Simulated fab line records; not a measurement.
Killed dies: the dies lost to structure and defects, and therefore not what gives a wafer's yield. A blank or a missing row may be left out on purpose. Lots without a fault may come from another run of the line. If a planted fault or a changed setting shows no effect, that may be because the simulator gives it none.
Which of the tools did it? / flow rit cmos / Sampling: 13 lots, 39 wafers, 5 of 202 route steps

WHAT THE GAUGES READ, wafer by wafer
RIT_PLDD_OVL_MEAS_06. Usual: for PLDD_OVL the level is -1.0 nm and the standard deviation is 1.2.
lot=L640; measured=day 3 01:02; on=overlay-02; PLDD_OVL (nm)=-2.4 -1.3 -1.9; flag=
lot=L641; measured=day 3 06:22; on=overlay-01; PLDD_OVL (nm)=-1.5 -2.2 -1.0; flag=
lot=L643; measured=day 3 15:40; on=overlay-02; PLDD_OVL (nm)=-0.5 -0.5 -1.1; flag=
lot=L644; measured=day 3 19:51; on=overlay-02; PLDD_OVL (nm)=-0.7 1.8 -1.0; flag=
lot=L646; measured=day 4 07:14; on=overlay-02; PLDD_OVL (nm)=-1.3 -2.7 -1.9; flag=
lot=L648; measured=day 4 20:02; on=overlay-01; PLDD_OVL (nm)=0.2 -0.1 2.0; flag=
lot=L653; measured=day 5 18:50; on=overlay-02; PLDD_OVL (nm)=0.4 0.0 -0.6; flag=
lot=L656; measured=day 6 07:49; on=overlay-01; PLDD_OVL (nm)=-1.4 -2.7 -0.7; flag=
lot=L657; measured=day 6 12:59; on=overlay-01; PLDD_OVL (nm)=-0.9 -0.9 0.6; flag=
lot=L658; measured=day 6 18:57; on=overlay-01; PLDD_OVL (nm)=-0.8 -1.3 -1.3; flag=
lot=L660; measured=day 7 05:39; on=overlay-01; PLDD_OVL (nm)=0.7 0.8 -0.1; flag=
lot=L661; measured=day 7 08:23; on=overlay-02; PLDD_OVL (nm)=0.8 -0.2 -1.5; flag=
lot=L662; measured=day 7 14:21; on=overlay-02; PLDD_OVL (nm)=-1.7 -1.8 -2.2; flag=

RIT_NSD_TW_MEAS_10. Usual: for NSD_TW the level is 3112 and the standard deviation is 17.
lot=L640; measured=day 3 05:35; on=film metro-02; NSD_TW=3114 3098 3103; flag=
lot=L641; measured=day 3 10:48; on=film metro-01; NSD_TW=3113 3127 3113; flag=
lot=L643; measured=day 3 20:14; on=film metro-02; NSD_TW=3100 3111 3108; flag=
lot=L644; measured=day 4 00:34; on=film metro-01; NSD_TW=3132 3142 3132; flag=
lot=L646; measured=day 4 11:54; on=film metro-04; NSD_TW=3078 3075 3091; flag=
lot=L648; measured=day 5 01:34; on=film metro-04; NSD_TW=3100 3089 3100; flag=
lot=L653; measured=day 5 23:26; on=film metro-04; NSD_TW=3114 3115 3113; flag=
lot=L656; measured=day 6 12:29; on=film metro-02; NSD_TW=3147 3138 3121; flag=
lot=L657; measured=day 6 17:35; on=film metro-01; NSD_TW=3124 3126 3134; flag=
lot=L658; measured=day 6 23:51; on=film metro-01; NSD_TW=3140 3132 3128; flag=
lot=L660; measured=day 7 10:07; on=film metro-04; NSD_TW=3100 3087 3113; flag=
lot=L661; measured=day 7 12:51; on=film metro-02; NSD_TW=3100 3077 3099; flag=
lot=L662; measured=day 7 18:55; on=film metro-02; NSD_TW=3121 3113 3112; flag=

RIT_M1_CD_MEAS_09 targets a cd of 2600 nm. Usual: cd nm 2599.2 nm, standard deviation 2.5.
lot=L640; measured=day 3 12:09; on=cd sem-02; cd nm (nm)=2597.7 2597.9 2598.1; flag=
lot=L641; measured=day 3 17:35; on=cd sem-02; cd nm (nm)=2601.6 2600.2 2598.6; flag=
lot=L643; measured=day 4 03:02; on=cd sem-01; cd nm (nm)=2596.3 2593.2 2594.7; flag=
lot=L644; measured=day 4 07:32; on=cd sem-02; cd nm (nm)=2603.6 2602.3 2602.3; flag=
lot=L646; measured=day 4 18:46; on=cd sem-02; cd nm (nm)=2246.8 2247.6 2249.0; flag=OFF
lot=L648; measured=day 5 08:55; on=cd sem-01; cd nm (nm)=2597.7 2598.4 2598.2; flag=
lot=L653; measured=day 6 06:32; on=cd sem-01; cd nm (nm)=2599.2 2601.2 2600.7; flag=
lot=L656; measured=day 6 19:20; on=cd sem-01; cd nm (nm)=2596.4 2596.8 2595.9; flag=
lot=L657; measured=day 7 00:08; on=cd sem-02; cd nm (nm)=2599.6 2601.3 2603.5; flag=
lot=L658; measured=day 7 06:28; on=cd sem-01; cd nm (nm)=2600.1 2602.5 2602.9; flag=
lot=L660; measured=day 7 17:11; on=cd sem-02; cd nm (nm)=2602.1 2603.5 2601.9; flag=
lot=L661; measured=day 7 20:30; on=cd sem-01; cd nm (nm)=2599.8 2602.5 2600.6; flag=
lot=L662; measured=day 8 02:15; on=cd sem-01; cd nm (nm)=2594.2 2592.3 2595.0; flag=

TOOL THAT RAN EACH LOT (tool first, then ch and the chambers of the sampled wafers, then the start)
lot=L640; RIT_CONTACT_STRIP_12=plasma asher-02 ch 0,1, day 3 10:07; RIT_M1_EXPOSE_06=iline stepper-01 ch 0, day 3 11:43
lot=L641; RIT_CONTACT_STRIP_12=plasma asher-02 ch 0, day 3 15:34; RIT_M1_EXPOSE_06=iline stepper-01 ch 0, day 3 17:09
lot=L643; RIT_CONTACT_STRIP_12=plasma asher-04 ch 0,1, day 4 00:52; RIT_M1_EXPOSE_06=iline stepper-02 ch 0, day 4 02:37
lot=L644; RIT_CONTACT_STRIP_12=plasma asher-04 ch 0,1, day 4 05:23; RIT_M1_EXPOSE_06=iline stepper-01 ch 0, day 4 07:06
lot=L646; RIT_CONTACT_STRIP_12=plasma asher-02 ch 0,1, day 4 16:45; RIT_M1_EXPOSE_06=iline stepper-02 ch 0, day 4 18:20
lot=L648; RIT_CONTACT_STRIP_12=plasma asher-02 ch 0,1, day 5 06:31; RIT_M1_EXPOSE_06=iline stepper-01 ch 0, day 5 08:13
lot=L653; RIT_CONTACT_STRIP_12=plasma asher-04 ch 0,1, day 6 04:30; RIT_M1_EXPOSE_06=iline stepper-02 ch 0, day 6 06:06
lot=L656; RIT_CONTACT_STRIP_12=plasma asher-03 ch 1, day 6 17:04; RIT_M1_EXPOSE_06=iline stepper-02 ch 0, day 6 18:54
lot=L657; RIT_CONTACT_STRIP_12=plasma asher-04 ch 0,1, day 6 22:05; RIT_M1_EXPOSE_06=iline stepper-02 ch 0, day 6 23:42
lot=L658; RIT_CONTACT_STRIP_12=plasma asher-02 ch 1, day 7 04:27; RIT_M1_EXPOSE_06=iline stepper-02 ch 0, day 7 06:02
lot=L660; RIT_CONTACT_STRIP_12=plasma asher-04 ch 0,1, day 7 14:38; RIT_M1_EXPOSE_06=iline stepper-02 ch 0, day 7 16:46
lot=L661; RIT_CONTACT_STRIP_12=plasma asher-02 ch 0,1, day 7 18:05; RIT_M1_EXPOSE_06=iline stepper-01 ch 0, day 7 20:04
lot=L662; RIT_CONTACT_STRIP_12=plasma asher-02 ch 0,1, day 8 00:04; RIT_M1_EXPOSE_06=iline stepper-01 ch 0, day 8 01:49
- RIT_CONTACT_STRIP_12: strips in O2, time 180 s.
- RIT_M1_EXPOSE_06: exposes mask M12, target cd 2600 nm.

AS READ BY THE TOOLS THEMSELVES (means over the sampled wafers that have a number; for cases with no such wafer, the mark the record gives instead)
RIT_CONTACT_STRIP_12. Usual: drypump motor current A 5.4 A, standard deviation 0.5.
lot=L640; tool=plasma asher-02; drypump motor current A (A)=5.4; flag=
lot=L641; tool=plasma asher-02; drypump motor current A (A)=5.7; flag=
lot=L643; tool=plasma asher-04; drypump motor current A (A)=5.5; flag=
lot=L644; tool=plasma asher-04; drypump motor current A (A)=5.8; flag=
lot=L646; tool=plasma asher-02; drypump motor current A (A)=5.1; flag=
lot=L648; tool=plasma asher-02; drypump motor current A (A)=5.1; flag=
lot=L653; tool=plasma asher-04; drypump motor current A (A)=5.5; flag=
lot=L656; tool=plasma asher-03; drypump motor current A (A)=5.9; flag=
lot=L657; tool=plasma asher-04; drypump motor current A (A)=5.8; flag=
lot=L658; tool=plasma asher-02; drypump motor current A (A)=4.7; flag=
lot=L660; tool=plasma asher-04; drypump motor current A (A)=5.7; flag=
lot=L661; tool=plasma asher-02; drypump motor current A (A)=5.1; flag=
lot=L662; tool=plasma asher-02; drypump motor current A (A)=5.0; flag=

THE ANSWER, worked out from the rows above alone
Rule: a lot counts as off when the mean over its wafers that have a number is more than 3 standard deviations away from the usual mean. A lot without any number at a reading at which 4 lots or more have one is off too. All remaining lots with rows at the step are treated as sound. First the gauges in route order, then the tools' own readings, where a lot's mean is used as printed above. At the first step where some lot is off, the reading lying furthest off is the one used; lots without a number count as furthest.
Off, at RIT_M1_CD_MEAS_09 on cd nm: L646.
If a tool, at a process step before that reading, ran all the lots that are off and no sound lot after the first of them, it fits. The gauges at RIT_M1_CD_MEAS_09 are tried like those tools. Of those tried, none fits.

WHAT THE SIMULATOR HAD INSERTED
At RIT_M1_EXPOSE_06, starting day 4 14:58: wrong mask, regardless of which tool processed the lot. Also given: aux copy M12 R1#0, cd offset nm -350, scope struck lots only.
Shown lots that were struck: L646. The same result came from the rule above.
